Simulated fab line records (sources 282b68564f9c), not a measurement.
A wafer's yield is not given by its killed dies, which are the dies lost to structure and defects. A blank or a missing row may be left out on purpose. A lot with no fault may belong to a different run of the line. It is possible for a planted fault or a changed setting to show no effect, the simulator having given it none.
fab line records -- flow rit_cmos
record lots=6, wafers=18, last_day=7
route steps=202 shown GATE@83 M1@202
lots that met no fault: taken from a fault-free run of the same line
start_h: the number of hours between the record's first day and the start of the first shown wafer of the lot -- wait_h: time in hours since the lot's previous step -- " same as the row above -- L1.1+2: a single row standing in for several wafers -- - value missing, or start not given -- * or withheld: withheld -- < > ~ a bound
route shown NAME@n: names a module that has steps shown in the file, with the first one's number in the route -- usual: mean/standard deviation of fault-free wafers -- same: alike in all rows -- chamber/n: place in a boat -- sites: the reading at each site -- _std_site: standard deviation of those values -- _edge_site: inner sites' mean taken away from outer sites' mean -- radius_mm: for every site, how far away it sits from the centre of the wafer -- mask NAME#n: copy n -- behind: the tool/chamber that last shaped the wafer -- hold: why the lot went on hold/how many hours it stayed there/how the hold came to an end -- device: the transistor (n, p or np) that didn't switch -- end of line: tests run on the same wafers once the route is complete -- a step with no rows: only its recipe -- killed: the dies lost at the first sort to structure and to defects; this is not the yield of the wafer -- map: shows each die of a wafer: x if killed, . if not, _ if none is there
set.NAME: the run value of the setting; set.NAME@STEP: its run value at that earlier step -- model.NAME: the simulator's own value behind a step, which no gauge read
certain route steps with their lots: each step a table, each wafer a row
services: when a tool's chamber went out of use (start_h, in hours from the record's first day, below 0 if earlier), for how many hours, and the reason
## steps
# step RIT_GATE_THK_MEAS_07
# recipe reads=SiO2_of_GATE_OXIDATION_05
# usual GATE_OXIDE_THK=3.00/0.06
lot.wafer,tool,chamber,start_h,wait_h,GATE_OXIDE_THK[nm]
L292.1,film_metro-03,-,83.81,0.0,2.96
L292.3,film_metro-03,-,83.81,0.0,2.98
L292.5,film_metro-03,-,83.81,0.0,2.94
L297.2,film_metro-04,-,110.03,0.0,3.07
L297.3,film_metro-04,-,110.03,0.0,3.02
L297.4,film_metro-04,-,110.03,0.0,3.00
L301.1,film_metro-01,-,126.75,0.0,2.95
L301.2,film_metro-01,-,126.75,0.0,2.93
L301.6,film_metro-01,-,126.75,0.0,2.97
L305.1,film_metro-04,-,137.66,0.0,3.08
L305.2,film_metro-04,-,137.66,0.0,3.07
L305.6,film_metro-04,-,137.66,0.0,3.10
L307.2,film_metro-01,-,142.30,0.0,2.96
L307.4,film_metro-01,-,142.30,0.0,3.01
L307.5,film_metro-01,-,142.30,0.0,3.02
L308.1,film_metro-03,-,152.20,0.0,3.00
L308.2,film_metro-03,-,152.20,0.0,3.01
L308.4,film_metro-03,-,152.20,0.0,3.01
# step RIT_GATE_CVD_08
# recipe material=poly-Si, target_thk_nm=250, temp_c=610, precursor=SiH4, time_s=2220, pressure_mtorr=300, sih4_flow_sccm=100
# step RIT_GATE_THK_MEAS_09
# recipe reads=poly-Si_of_GATE_CVD_08
# usual GATE_POLY_THK=251.1/2.8
lot.wafer,tool,chamber,start_h,wait_h,GATE_POLY_THK[nm]
L292.1,film_metro-01,-,85.49,0.0,249.4
L292.3,film_metro-01,-,85.49,0.0,247.9
L292.5,film_metro-01,-,85.49,0.0,246.5
L297.2,film_metro-03,-,111.70,0.0,254.4
L297.3,film_metro-03,-,111.70,0.0,252.4
L297.4,film_metro-03,-,111.70,0.0,254.4
L301.1,film_metro-01,-,128.43,0.0,247.7
L301.2,film_metro-01,-,128.43,0.0,248.1
L301.6,film_metro-01,-,128.43,0.0,247.7
L305.1,film_metro-03,-,140.57,0.0,250.5
L305.2,film_metro-03,-,140.57,0.0,253.3
L305.6,film_metro-03,-,140.57,0.0,249.6
L307.2,film_metro-01,-,144.92,0.0,254.9
L307.4,film_metro-01,-,144.92,0.0,256.5
L307.5,film_metro-01,-,144.92,0.0,254.9
L308.1,film_metro-01,-,153.88,0.0,247.4
L308.2,film_metro-01,-,153.88,0.0,248.6
L308.4,film_metro-01,-,153.88,0.0,246.9
# step RIT_GATE_HMDS_10
# recipe prime_time_s=60, prime_temp_c=140
# step RIT_GATE_COAT_11
# recipe resist=NOVOLAK, spin_rpm=4250, resist_thk_nm=850
# step RIT_GATE_SOFTBAKE_12
# recipe resist=NOVOLAK, temp_c=90, time_s=60
# step RIT_GATE_EXPOSE_13
# recipe mask_id=M6, na=0.6, source_shape=conventional, sigma_outer=0.6, target_cd_nm=150, dose_mj=380
# step RIT_GATE_PEB_14
# recipe resist=NOVOLAK, temp_c=withheld, time_s=withheld
# step RIT_GATE_DEVELOP_15
# recipe resist=NOVOLAK, develop_time_s=50, dev_temp_c=23
# step RIT_GATE_CD_MEAS_16
# recipe target_cd_nm=150
# usual cd_nm=149.7/2.3
lot.wafer,tool,chamber,start_h,wait_h,cd_nm
L292.1,cd_sem-02,-,86.76,-,151.5
L292.3,cd_sem-02,-,86.76,-,151.4
L292.5,cd_sem-02,-,86.76,-,152.4
L297.2,cd_sem-02,-,112.96,-,145.2
L297.3,cd_sem-02,-,112.96,-,148.4
L297.4,cd_sem-02,-,112.96,-,148.9
L301.1,cd_sem-02,-,129.34,-,153.9
L301.2,cd_sem-02,-,129.34,-,155.3
L301.6,cd_sem-02,-,129.34,-,153.6
L305.1,cd_sem-02,-,141.48,-,145.3
L305.2,cd_sem-02,-,141.48,-,143.4
L305.6,cd_sem-02,-,141.48,-,143.6
L307.2,cd_sem-02,-,146.30,-,150.8
L307.4,cd_sem-02,-,146.30,-,152.3
L307.5,cd_sem-02,-,146.30,-,149.9
L308.1,cd_sem-02,-,154.91,-,150.8
L308.2,cd_sem-02,-,154.91,-,150.3
L308.4,cd_sem-02,-,154.91,-,149.6
# step RIT_GATE_OVL_MEAS_17
# usual GATE_OVL=-0.9/1.4
lot.wafer,tool,chamber,start_h,wait_h,GATE_OVL[nm]
L292.1,overlay-02,-,86.88,0.1,-0.5
L292.3,overlay-02,-,86.88,0.1,0.6
L292.5,overlay-02,-,86.88,0.1,-0.9
L297.2,overlay-01,-,113.06,0.1,-0.5
L297.3,overlay-01,-,113.06,0.1,0.5
L297.4,overlay-01,-,113.06,0.1,-1.1
L301.1,overlay-02,-,129.46,0.1,-1.0
L301.2,overlay-02,-,129.46,0.1,-2.4
L301.6,overlay-02,-,129.46,0.1,-1.1
L305.1,overlay-02,-,141.60,0.1,-1.5
L305.2,overlay-02,-,141.60,0.1,-1.9
L305.6,overlay-02,-,141.60,0.1,-1.5
L307.2,overlay-02,-,146.41,0.1,-2.4
L307.4,overlay-02,-,146.41,0.1,-2.8
L307.5,overlay-02,-,146.41,0.1,-3.2
L308.1,overlay-02,-,155.03,0.1,-1.0
L308.2,overlay-02,-,155.03,0.1,-0.7
L308.4,overlay-02,-,155.03,0.1,-1.4
# step RIT_GATE_HARDBAKE_18
# recipe resist=NOVOLAK, temp_c=140, time_s=60
# step RIT_GATE_ETCH_19
# recipe chemistry=SF6/CHF3/O2, time_s=165, SF6_flow_sccm=30, CHF3_flow_sccm=30, O2_flow_sccm=5, target=poly-Si, pressure_mtorr=40, rf_w=160, target_depth_a=3125, over_etch_frac=0.25, stop_on=SiO2
# usual drypump_motor_current_A=5.9/0.56, oes_product_au=0.854/0.012, run_length_s=193.5/0.35, throttle_valve_pct=10.27/0.079
lot.wafer,tool,chamber,start_h,wait_h,drypump_motor_current_A,oes_product_au,rf_hours_counter_h,run_length_s,throttle_valve_pct,model.NOVOLAK_of_GATE_COAT_11.thk_nm
L292.1,rie_si-01,1,87.06,0.1,5.4,0.849,2,193.4,10.22,672.5
L292.3,rie_si-01,2,87.06,0.1,6.5,0.846,83,193.0,10.31,675.5
L292.5,rie_si-01,2,87.06,0.1,6.5,0.854,-,192.9,10.30,674.8
L297.2,rie_si-01,1,113.35,0.1,5.4,0.854,2,193.2,10.22,670.8
L297.3,rie_si-01,2,113.35,0.1,6.5,0.866,84,193.3,10.31,674.6
L297.4,rie_si-01,0,113.35,0.1,6.0,0.866,-,193.9,10.26,673.2
L301.1,rie_si-02,1,129.65,0.1,6.5,0.855,121,193.3,10.39,667.2
L301.2,rie_si-02,3,129.65,0.1,5.7,0.865,4,193.8,10.22,667.6
L301.6,rie_si-02,1,129.65,0.1,6.5,0.856,-,193.5,10.40,669.3
L305.1,rie_si-02,2,141.82,0.1,6.0,0.801,89,209.9,10.34,669.8
L305.2,rie_si-02,1,141.82,0.1,6.5,0.859,121,193.3,10.39,670.4
L305.6,rie_si-02,2,141.82,0.1,6.1,0.801,-,209.7,10.36,666.6
L307.2,rie_si-02,1,146.83,0.1,6.5,0.867,121,193.4,10.42,667.2
L307.4,rie_si-02,2,146.83,0.1,6.0,0.817,89,210.2,10.36,665.3
L307.5,rie_si-02,2,146.83,0.1,6.0,0.807,-,209.9,10.36,663.7
L308.1,rie_si-01,1,155.22,0.1,5.4,0.843,2,193.3,10.22,672.7
L308.2,rie_si-01,2,155.22,0.1,6.5,0.854,84,192.9,10.31,677.1
L308.4,rie_si-01,3,155.22,0.1,4.8,0.828,1,193.3,10.16,668.3
# step RIT_GATE_STRIP_20
# recipe chemistry=O2, time_s=180, resist=NOVOLAK, platen_temp_c=withheld, power_w=500, pressure_mtorr=4000, o2_flow_sccm=4000
# usual drypump_motor_current_A=5.55/0.28, o2_flow_sccm=4001/12
lot.wafer,tool,chamber,start_h,wait_h,drypump_motor_current_A,o2_flow_sccm,rf_hours_counter_h
L292.1,plasma_asher-03,1,87.17,0.1,5.54,3992,36
L292.3,plasma_asher-03,0,87.17,0.1,5.67,4014,-
L292.5,plasma_asher-03,1,87.17,0.1,5.55,4020,-
L297.2,plasma_asher-03,0,113.46,0.1,5.65,3996,40
L297.3,plasma_asher-03,0,113.46,0.1,5.63,3978,-
L297.4,plasma_asher-03,1,113.46,0.1,5.55,3999,-
L301.1,plasma_asher-03,1,129.75,0.1,5.57,3995,42
L301.2,plasma_asher-03,0,129.75,0.1,5.66,4031,42
L301.6,plasma_asher-03,0,129.75,0.1,5.65,3997,-
L305.1,plasma_asher-01,0,141.93,0.1,5.94,3988,36
L305.2,plasma_asher-01,1,141.93,0.1,5.01,3994,36
L305.6,plasma_asher-01,0,141.93,0.1,5.92,3994,-
L307.2,plasma_asher-04,1,146.93,0.1,5.76,3983,51
L307.4,plasma_asher-04,1,146.93,0.1,5.75,3987,-
L307.5,plasma_asher-04,1,146.93,0.1,5.73,4002,-
L308.1,plasma_asher-04,1,155.32,0.1,5.74,3998,53
L308.2,plasma_asher-04,0,155.32,0.1,5.34,4001,53
L308.4,plasma_asher-04,0,155.32,0.1,5.32,4010,-
# step RIT_M1_PROBE_99
# usual killed_at_contacts=0.1/0.25, killed_at_front_end=7/3.1, killed_dies=7/3.2, killed_open=3.3/2, killed_short=3.5/2
# same gross_dies=264, killed_at_M0_to_M3=0, killed_at_M4_up=0, killed_at_back_side=0, killed_at_other=0
lot.wafer,tool,chamber,start_h,wait_h,killed_at_contacts,killed_at_front_end,killed_dies,killed_open,killed_short,model.etest.poly_comb_over_steps.leak_log10_a_um
L292.1,prober-01,-,112.71,0.1,0,3,3,3,0,-13.07
L292.3,prober-01,-,112.81,0.2,0,6,6,3,3,-12.84
L292.5,prober-01,-,112.91,0.2,0,6,6,4,2,-12.92
L297.2,prober-02,-,137.49,0.1,0,1,1,1,0,-12.85
L297.3,prober-02,-,137.54,0.2,0,6,6,4,2,-12.73
L297.4,prober-02,-,137.59,0.2,0,10,10,4,6,-12.7
L301.1,prober-02,-,150.66,0.1,0,9,9,5,4,-12.77
L301.2,prober-02,-,150.71,0.1,0,6,6,1,5,-12.78
L301.6,prober-02,-,150.91,0.2,0,6,6,3,3,-12.67
L305.1,prober-02,-,163.41,0.1,0,3,3,1,2,-12.93
L305.2,prober-02,-,163.46,0.1,0,4,4,1,3,-12.67
L305.6,prober-02,-,163.66,0.2,0,5,5,2,3,-12.81
L307.2,prober-02,-,168.89,0.1,0,2,2,1,1,-12.9
L307.4,prober-02,-,168.99,0.2,0,4,4,2,2,-12.71
L307.5,prober-02,-,169.04,0.2,1,6,7,1,6,-12.8
L308.1,prober-01,-,174.70,0.1,0,2,2,1,1,-12.86
L308.2,prober-01,-,174.75,0.1,0,6,6,3,3,-12.6
L308.4,prober-01,-,174.85,0.2,0,6,6,5,1,-12.75
# killed by level:class
L292.1 FOX2:geometric_particle:open=1 GATE:geometric_particle:open=1 REOX:geometric_particle:open=1
L292.3 GATE:geometric_particle:open=2 REOX:geometric_particle:short=2 FOX2:geometric_particle:short=1 SPACER:geometric_particle:open=1
L292.5 GATE:geometric_particle:open=2 SPACER:geometric_particle:open=2 FOX2:geometric_particle:short=1 GATE:geometric_particle:short=1
L297.2 GATE:geometric_particle:open=1
L297.3 SILICIDE:geometric_particle:open=3 FOX1:geometric_particle:open=1 FOX2:geometric_particle:short=1 GATE:geometric_particle:short=1
L297.4 GATE:geometric_particle:short=5 GATE:geometric_particle:open=2 FOX2:geometric_particle:short=1 SPACER:geometric_particle:open=1 SILICIDE:geometric_particle:open=1
L301.1 GATE:geometric_particle:open=3 GATE:geometric_particle:short=3 SPACER:geometric_particle:open=2 SPACER:geometric_particle:short=1
L301.2 FOX1:geometric_particle:short=2 SPACER:geometric_particle:short=2 GATE:geometric_particle:short=1 GATE:geometric_particle:open=1
L301.6 GATE:geometric_particle:short=2 FOX1:geometric_particle:open=1 FOX2:geometric_particle:open=1 GATE:geometric_particle:open=1 SPACER:geometric_particle:short=1
L305.1 FOX1:geometric_particle:short=1 GATE:geometric_particle:short=1 REOX:geometric_particle:open=1
L305.2 REOX:geometric_particle:short=2 GATE:geometric_particle:short=1 GATE:geometric_particle:open=1
L305.6 GATE:geometric_particle:short=2 FOX1:geometric_particle:open=1 GATE:geometric_particle:open=1 SPACER:geometric_particle:short=1
L307.2 SILICIDE:geometric_particle:short=1 SILICIDE:geometric_particle:open=1
L307.4 GATE:geometric_particle:short=2 GATE:geometric_particle:open=1 SILICIDE:geometric_particle:open=1
L307.5 SILICIDE:geometric_particle:short=3 GATE:geometric_particle:short=1 REOX:geometric_particle:open=1 REOX:geometric_particle:short=1 CONTACT:geometric_particle:short=1
L308.1 FOX2:geometric_particle:open=1 GATE:geometric_particle:short=1
L308.2 SILICIDE:geometric_particle:short=2 GATE:geometric_particle:short=1 REOX:geometric_particle:open=1 SPACER:geometric_particle:open=1 SILICIDE:geometric_particle:open=1
L308.4 GATE:geometric_particle:open=3 SILICIDE:geometric_particle:open=2 GATE:geometric_particle:short=1
## services
tool,chamber,start_h,hours,kind
plasma_asher-03,-,67.92,3.8,repair
rie_si-01,3,94.16,-,clean
rie_si-01,3,94.16,21.3,scheduled_down
rie_si-01,3,94.16,21.3,vent_cycle
rie_si-02,0,101.30,-,clean
rie_si-02,0,101.30,15.9,scheduled_down
rie_si-02,0,101.30,15.9,vent_cycle
plasma_asher-01,-,112.30,2.8,pm
rie_si-02,-,114.16,4.1,repair
plasma_asher-03,-,130.17,3.4,repair
## key
first_sign step=RIT_GATE_ETCH_19, reading=run_length_s, direction=up, sigmas=46, usual=*, struck=*
effect step=RIT_GATE_ETCH_19, reading=oes_product_au, direction=down, sigmas=3.9, usual=0.854, struck=0.806
model_effect step=RIT_GATE_ETCH_19, value=NOVOLAK_of_GATE_COAT_11.thk_nm, without=674.2, struck=666.3
model_effect step=RIT_M1_PROBE_99, value=etest.poly_comb_over_steps.leak_log10_a_um, without=-12.04, struck=-12.81
met_at RIT_GATE_ETCH_19
struck_wafers L305.1,L305.6,L307.4,L307.5
tester_left_out L305,L307
fault kind=process_parameter_drift, tool=rie_si-02, chamber=2, onset_h=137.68, steps=RIT_GATE_ETCH_19, channel=time_s, offset=*, shape=step, end_h=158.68, stated=*
# tester_left_out: of these lots the tester's yield and bins aren't shown, on N5 and GAA mostly nor the transistor test; their killed dies are dies lost to structure and defects alone, not to doping, threshold or leakage, so they don't give the yield
